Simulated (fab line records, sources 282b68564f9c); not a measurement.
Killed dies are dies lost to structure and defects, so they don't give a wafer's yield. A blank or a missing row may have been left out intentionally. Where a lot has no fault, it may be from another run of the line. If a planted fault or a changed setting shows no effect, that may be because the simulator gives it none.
A lot that was struck, set against a sound lot || flow ritCmos || 25 steps out of a route of 202
Sound: these wafers, L238.2, L238.5, L238.6. Wafers struck: L248.1, L248.4, L248.5. The cause comes at the end.
At each step with rows: each side's tool, then ch and its chambers, then its first start. Under that, the readings that differ: sound wafers || struck wafers || difference of the means || sigmas: that difference in standard deviations of wafers without a fault.
alike: same words and numbers on both sides, and readings whose means sit less than 2 such deviations apart. not compared: any withheld reading, any reading some wafer has no value for, any bound like >300 that may hide the same value, and any number with overlapping values for which the record gives no deviation.
A row with sigmas, a row that says differs or no value, or rows on one side alone: a step with any of these is where the two part. Numbers that have no deviation but don't overlap get no sigmas and don't part them. A reading missing from all wafers of one side parts the sides only when that side holds two or more wafers.

first, 1 step without rows for these wafers: RIT_PRETRO_IMPLANT_08.
RIT_PRETRO_STRIP_09: strips in O2, time 180 s.
  sound on plasmaAsher-04 ch 0,1, day 3 04:22; struck on plasmaAsher-02 ch 0,1, day 5 08:58
  alike: drypumpMotorCurrentA
  not compared: rfHoursCounterH
RIT_PRETRO_TW_MEAS_10:
  sound: filmMetro-01 at day 3 04:32; struck: filmMetro-03 at day 5 09:08
  alike: PRETRO_TW
then, 5 steps without rows for these wafers: RIT_GATE_WET_ETCH_00 (etches SiO2 in BOE, target depth 56 nm, time 60 s); RIT_GATE_CLEAN_01 (cleans in SC1, time 600 s); RIT_GATE_CLEAN_02 (cleans in dHF, time 30 s); RIT_GATE_CLEAN_03 (cleans in SC2, time 600 s); RIT_GATE_CLEAN_04 (cleans in dHF, time 60 s).
RIT_FOX2_THK_MEAS_91:
  sound: filmMetro-04 at day 3 05:03; struck: filmMetro-03 at day 5 09:37
  alike: FIELD_OXIDE_LEFT_2_THK
then, 2 steps without rows for these wafers: RIT_GATE_OXIDATION_05 (target thk 3 nm, ox time 270 s); RIT_GATE_ANNEAL_06 (time 600 s).
RIT_GATE_THK_MEAS_07:
  sound: filmMetro-02 at day 3 09:10; struck: filmMetro-02 at day 5 11:57
  alike: GATE_OXIDE_THK
RIT_GATE_CVD_08: deposits poly-Si from SiH4, target thk 250 nm, time 2220 s.
  sound on lpcvd-02 ch 0, day 3 09:13; struck on lpcvd-02 ch 0, day 5 12:05
{"reading": "pressureMtorr (mTorr)", "sound": "299.2 299.5 298.6", "struck": "449.6 449.5 449.7", "difference": "+150.5", "sigmas": "+99 or more"}
{"reading": "model.poly-Si_of_GATE_CVD_08.thkNm (nm)", "sound": "250.3 251.9 251.4", "struck": "308.9 307.8 307.8", "difference": "+57.0", "sigmas": ""}
  alike: susceptorTempC
RIT_GATE_THK_MEAS_09:
  sound: filmMetro-03 at day 3 10:50; struck: filmMetro-04 at day 5 13:42
{"reading": "GATE_POLY_THK (nm)", "sound": "250.1 251.8 251.4", "struck": "308.7 307.9 308.0", "difference": "+57.1", "sigmas": "+27"}
then, 6 steps without rows for these wafers: RIT_GATE_HMDS_10 (prime time 60 s); RIT_GATE_COAT_11 (resist thk 850 nm); RIT_GATE_SOFTBAKE_12 (time 60 s); RIT_GATE_EXPOSE_13 (exposes mask M6, target cd 150 nm); RIT_GATE_PEB_14; RIT_GATE_DEVELOP_15 (develop time 50 s).
RIT_GATE_CD_MEAS_16 targets a cd of 150 nm.
  sound: cdSem-02 at day 3 11:45; struck: cdSem-02 at day 5 14:37
  alike: cdNm
RIT_GATE_OVL_MEAS_17:
  sound: overlay-02 at day 3 11:52; struck: overlay-02 at day 5 14:44
  alike: GATE_OVL
then, 1 step without rows for these wafers: RIT_GATE_HARDBAKE_18 (time 60 s).
RIT_GATE_ETCH_19: etches poly-Si in SF6/CHF3/O2, stops on SiO2, time 165 s, target depth 312.5 nm.
  sound on rieSi-01 ch 0,1, day 3 12:02; struck on rieSi-02 ch 0,2,3, day 5 14:56
{"reading": "oesProductAu (a.u.)", "sound": "0.843 0.851 0.848", "struck": "0.964 1.013 0.975", "difference": "+0.137", "sigmas": "+8"}
{"reading": "model.GATE.featureDepthNm (nm)", "sound": "250.3 251.9 251.4", "struck": "307.5 307.8 307.8", "difference": "+56.5", "sigmas": ""}
{"reading": "model.etch.depthNm (nm)", "sound": "250.3 251.9 251.4", "struck": "307.5 307.8 307.8", "difference": "+56.5", "sigmas": ""}
  alike: O2_flow_sccm, drypumpMotorCurrentA, heBacksideLeakSccm, rfFwdPowerW, throttleValvePct
  not compared: rfHoursCounterH
RIT_GATE_STRIP_20: strips in O2, time 180 s.
  sound on plasmaAsher-04 ch 0,1, day 3 12:09; struck on plasmaAsher-03 ch 0,1, day 5 15:02
  alike: drypumpMotorCurrentA
  not compared: rfHoursCounterH

## WHERE THEY PART
Earliest at RIT_GATE_CVD_08; latest, in this record, at RIT_GATE_ETCH_19. Later steps at which nothing parts them and some readings are alike: RIT_GATE_STRIP_20.

WHY: the cause the simulator had injected
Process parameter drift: lpcvd-02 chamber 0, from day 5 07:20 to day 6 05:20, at RIT_GATE_CVD_08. Setting pressureMtorr shifted by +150 from 300. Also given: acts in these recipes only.
